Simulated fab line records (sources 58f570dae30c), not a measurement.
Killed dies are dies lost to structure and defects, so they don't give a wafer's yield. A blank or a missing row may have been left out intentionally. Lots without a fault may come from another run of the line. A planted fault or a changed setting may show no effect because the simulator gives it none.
fab line records | flow berkeley-cmos170
[record] lots = 11 | wafers = 33 | last-day = 12
route steps=331 shown V1@256
lots that met no fault: taken from a fault-free run of the same line
start-h: hours from the record's first day to the start of the lot's first wafer shown | wait-h: hours since the lot's step before | " repeats the value in the row above | L1.1+2: a single row standing in for several wafers | - no value, or no start given | * or withheld: withheld | < > ~ a bound
route shown NAME@n: a module of which the file shows steps, and the number in the route of the first | usual: mean/standard deviation of fault-free wafers | same: alike in all rows | chamber/n: place in a boat | sites: readings site by site | _std_site: standard deviation across them | _edge_site: inner sites' mean taken away from outer sites' mean | radius-mm: how far each site lies from the wafer's centre | mask NAME#n: copy n | behind: the most recent tool/chamber to have shaped the wafer | hold: why the lot went on hold/how many hours it stayed there/how the hold came to an end | device: which transistor (n, p or np) failed to switch | end of line: tests of these same wafers at the route's end | where a step has no rows: the recipe by itself | killed: the dies lost at the first sort to structure and to defects; this is not the yield of the wafer | map: a wafer's dies, x killed, . not, _ none there
set.NAME: the setting the step ran with; set.NAME@STEP: the setting that earlier step ran with | model.NAME: the simulator's own value behind a step, which no gauge read
one table for each step of the route and one row for each wafer, over a sample of lots
services: a tool's chamber out of use, with start hour (start-h, from the record's first day; less than 0 if before it), hours out, and reason
[[steps]]
[step UCB170_V1_CMP_02]
[recipe] material = SiO2 | down-force-psi = 6 | platen-rpm = 60 | pad-velocity-m-s = 0.75398
[usual] motor-current-A = 16.1/1.4 | platen-rpm = 60.00/0.04
lot.wafer | tool   | chamber | start-h | wait-h | motor-current-A | platen-rpm
L814.3    | cmp-02 | 2       | 174.76  | 0.2    | 15.5            | 60.02
L814.5    | "      | 3       | "       | "      | 15.2            | 60.01
L814.6    | "      | 0       | "       | "      | 16.2            | 59.97
L813.2    | cmp-02 | 1       | 177.28  | 0.0    | 14.2            | 60.03
L813.1    | "      | 0       | "       | "      | 14.7            | 59.93
L813.5    | "      | 1       | "       | "      | 14.0            | 60.05
L815.2    | cmp-01 | 3       | 181.97  | 0.0    | 19.6            | 60.01
L815.3    | "      | 1       | "       | "      | 16.2            | 60.05
L815.6    | "      | 3       | "       | "      | 18.3            | 59.94
L820.3    | cmp-01 | 0       | 201.66  | 0.1    | 15.3            | 60.07
L820.2    | "      | 2       | "       | "      | 15.7            | 59.94
L820.5    | "      | 0       | "       | "      | 15.6            | 60.03
L824.3    | cmp-02 | 2       | 213.36  | 0.1    | 15.2            | 54.02
L824.5    | "      | 1       | "       | "      | 13.7            | 60.03
L824.6    | "      | 2       | "       | "      | 15.2            | 54.02
L826.4    | cmp-01 | 1       | 224.19  | 0.0    | 17.1            | 60.05
L826.3    | "      | 2       | "       | "      | 16.2            | 60.03
L826.1    | "      | 3       | "       | "      | 19.3            | 60.08
L827.2    | cmp-01 | 0       | 241.56  | 0.1    | 15.6            | 59.94
L827.3    | "      | 2       | "       | "      | 14.8            | 59.97
L827.5    | "      | 3       | "       | "      | 18.3            | 59.99
L829.3    | cmp-01 | 3       | 251.13  | 0.1    | 18.1            | 60.06
L829.4    | "      | 1       | "       | "      | 17.2            | 60.03
L829.5    | "      | 3       | "       | "      | 18.8            | 60.01
L830.3    | cmp-01 | 2       | 252.47  | 0.1    | 15.2            | 59.93
L830.1    | "      | 0       | "       | "      | 15.7            | 60.00
L830.6    | "      | 2       | "       | "      | 15.5            | 59.96
L828.1    | cmp-01 | 0       | 252.77  | 0.2    | 14.9            | 60.01
L828.4    | "      | 2       | "       | "      | 15.1            | 60.00
L828.5    | "      | 0       | "       | "      | 16.0            | 59.97
L834.3    | cmp-01 | 3       | 273.91  | 0.2    | 18.3            | 59.93
L834.5    | "      | 0       | "       | "      | 14.9            | 59.98
L834.6    | "      | 1       | "       | "      | 16.6            | 60.03
[[services]]
tool   | chamber | start-h | hours | kind
cmp-01 | -       | 162.94  | 2.3   | repair
cmp-02 | -       | 188.27  | 0.4   | repair
cmp-01 | -       | 226.09  | 4.6   | pm
cmp-02 | -       | 226.85  | 0.3   | repair
cmp-02 | -       | 232.35  | 4.0   | pm
cmp-02 | -       | 236.35  | -     | consumable-replace:conditioner
cmp-02 | -       | 236.35  | -     | consumable-replace:pad
cmp-01 | -       | 242.68  | 0.4   | repair
cmp-02 | -       | 262.19  | 0.9   | repair
[[key]]
[first-sign] step = UCB170_V1_CMP_02 | reading = platen-rpm | direction = down | sigmas = 99+ | usual = 60.00 | struck = 54.02
effect none on later readings
met-at UCB170_V1_CMP_02
struck-lots L824
struck-wafers L824.3,L824.6
sort-left-out L824.3,L824.6
onset-between 174.76 213.36
[fault] kind = process-parameter-drift | tool = cmp-02 | chamber = 2 | onset-h = 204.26 | steps = UCB170_V1_CMP_02 | channel = platen-rpm | offset = -6 | shape = step | end-h = 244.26 | acts-in = these-recipes-only | stated = 60
// sort-left-out: the simulated sort isn't trusted on such a fault, so these wafers' sort isn't shown, and their yield isn't known
